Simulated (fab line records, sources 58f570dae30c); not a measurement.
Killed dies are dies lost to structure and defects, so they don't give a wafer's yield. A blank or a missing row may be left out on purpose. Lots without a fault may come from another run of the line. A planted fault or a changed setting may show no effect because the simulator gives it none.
A struck lot beside a sound one | flow berkeley_cmos170 | 25 steps out of a route of 331
Sound: wafers L829.1, L829.3, L829.4. Struck: wafer L840.6. The cause comes at the end.
At each step with rows: each side's tool, then ch and its chambers, then its first start. Under that, the readings that differ: sound wafers | struck wafers | difference of the means | sigmas: that difference in standard deviations of wafers without a fault.
alike: readings whose means differ by less than 2 such deviations, and words and numbers that are the same on both sides. not compared: withheld readings, readings that some wafer has no value for, bounds like >300 that may hide the same value, and numbers for which the record gives no deviation and whose values overlap.
The two part at a step that has a row with sigmas, a row that says differs or no value, or rows on one side only. Numbers that don't overlap but have no deviation are shown without sigmas and don't part them. A reading that every wafer of one side lacks parts them only if that side has two wafers or more.

first, 3 steps without rows for these wafers: UCB170_M1_EXPOSE_06 (exposes mask METAL1, target cd 700 nm); UCB170_M1_PEB_07; UCB170_M1_DEVELOP_08 (develop time 45 s).
UCB170_M1_CD_MEAS_09: target cd 700 nm.
  sound on cd_sem-02, day 7 14:28; struck on cd_sem-01, day 10 04:53
  alike: cd_nm
UCB170_M1_OVL_MEAS_10:
  sound on overlay-02, day 7 14:35; struck on overlay-02, day 10 04:56
  alike: M1_OVL
UCB170_M1_ETCH_11: etches BARC in N2/H2.
  sound on rie_diel-03 ch 0,1,2, day 7 14:37; struck on rie_diel-04 ch 0, day 10 04:58
  alike: drypump_motor_current_A, h2_flow_sccm, oes_product_au, rf_fwd_power_W, throttle_valve_pct
UCB170_M1_METAL_ETCH_12: etches Al in Cl2/BCl3, stops on PSG, target depth 780 nm, time 130 s.
  sound on rie_metal-01 ch 0,1, day 7 14:40; struck on rie_metal-04 ch 0, day 10 05:04
  alike: drypump_motor_current_A, oes_product_au, rf_fwd_power_W, throttle_valve_pct
  not compared: rf_hours_counter_h
UCB170_M1_STRIP_13: strips in O2.
  sound on plasma_asher-04 ch 0,1, day 7 14:47; struck on plasma_asher-04 ch 0, day 10 05:11
  alike: drypump_motor_current_A, oes_product_au
  not compared: rf_hours_counter_h
UCB170_M1_CD_MEAS_90: target cd 700 nm.
  sound on cd_sem-02, day 7 15:18; struck on cd_sem-01, day 10 05:29
  alike: cd_nm
then, 1 step without rows for these wafers: UCB170_M1_ANNEAL_14 (time 1200 s).
UCB170_V1_CVD_00: deposits SiO2 from TEOS/O2, target thk 2000 nm, time 250 s.
  sound on pecvd-03 ch 0,2, day 7 18:58; struck on pecvd-03 ch 1, day 10 08:24
  alike: heater_power_w, rf_fwd_power_W
UCB170_V1_THK_MEAS_01:
  sound on film_metro-01, day 7 19:07; struck on film_metro-02, day 10 08:31
  alike: V1_TEOS_THK
UCB170_V1_CMP_02: polishes SiO2.
  sound on cmp-01 ch 0,1,3, day 7 19:11; struck on cmp-01 ch 1, day 10 08:47
  reading                             | sound           | struck | difference | sigmas
  model.SiO2_of_V1_CVD_00.thk_nm (nm) | 985 984.9 984.9 | 1362   | +377       |
  alike: motor_current_A
UCB170_V1_BOW_MEAS_03:
  sound on film_metro-01, day 7 19:29; struck on film_metro-01, day 10 09:13
  not compared: hold, V1_BOW
UCB170_V1_THK_MEAS_04:
  sound on film_metro-01, day 7 19:36; struck on film_metro-01, day 10 10:37
  reading              | sound             | struck | difference | sigmas
  V1_POLISHED_THK (nm) | 984.7 985.6 985.2 | 1361.3 | +376.1     | +99 or more
  not compared: hold
then, 6 steps without rows for these wafers: UCB170_V1_HMDS_06 (prime time 60 s); UCB170_V1_COAT_07 (resist thk 900 nm); UCB170_V1_SOFTBAKE_08 (time 60 s); UCB170_V1_EXPOSE_09 (exposes mask VIA1, target cd 700 nm); UCB170_V1_PEB_10; UCB170_V1_DEVELOP_11 (develop time 45 s).
UCB170_V1_CD_MEAS_12: target cd 700 nm.
  sound on cd_sem-01, day 7 22:08; struck on cd_sem-02, day 10 18:57
  reading    | sound             | struck | difference | sigmas
  cd_nm (nm) | 698.7 698.1 699.8 | 702.3  | +3.4       | +2
UCB170_V1_OVL_MEAS_13:
  sound on overlay-01, day 7 22:16; struck on overlay-02, day 10 19:00
  alike: V1_OVL
UCB170_V1_ETCH_14: etches SiO2 in CHF3/CF4/Ar, stops on Al, target depth 1250 nm, time 291 s.
  sound on rie_diel-02 ch 1,2,3, day 7 22:18; struck on rie_diel-01 ch 2, day 10 19:14
  reading                        | sound             | struck | difference | sigmas
  oes_product_au (a.u.)          | 0.875 0.852 0.847 | 1.024  | +0.166     | +11
  model.etch.depth_nm (nm)       | 985 984.9 984.9   | 1252   | +267       |
  model.V1.feature_depth_nm (nm) | 985 985.3 984.9   | 1252   | +267       |
  alike: CHF3_flow_sccm, drypump_motor_current_A, rf_fwd_power_W, throttle_valve_pct
  not compared: rf_hours_counter_h
UCB170_V1_STRIP_15: strips in O2.
  sound on plasma_asher-01 ch 0,1, day 7 22:29; struck on plasma_asher-02 ch 0, day 10 19:24
  alike: drypump_motor_current_A, oes_product_au, strip_time_to_endpoint_s
  not compared: rf_hours_counter_h

WHERE THEY PART
First at UCB170_V1_THK_MEAS_04; last, within this record, at UCB170_V1_ETCH_14. Later steps at which nothing parts them and some readings are alike: UCB170_V1_STRIP_15.

WHY: what the simulator had put in
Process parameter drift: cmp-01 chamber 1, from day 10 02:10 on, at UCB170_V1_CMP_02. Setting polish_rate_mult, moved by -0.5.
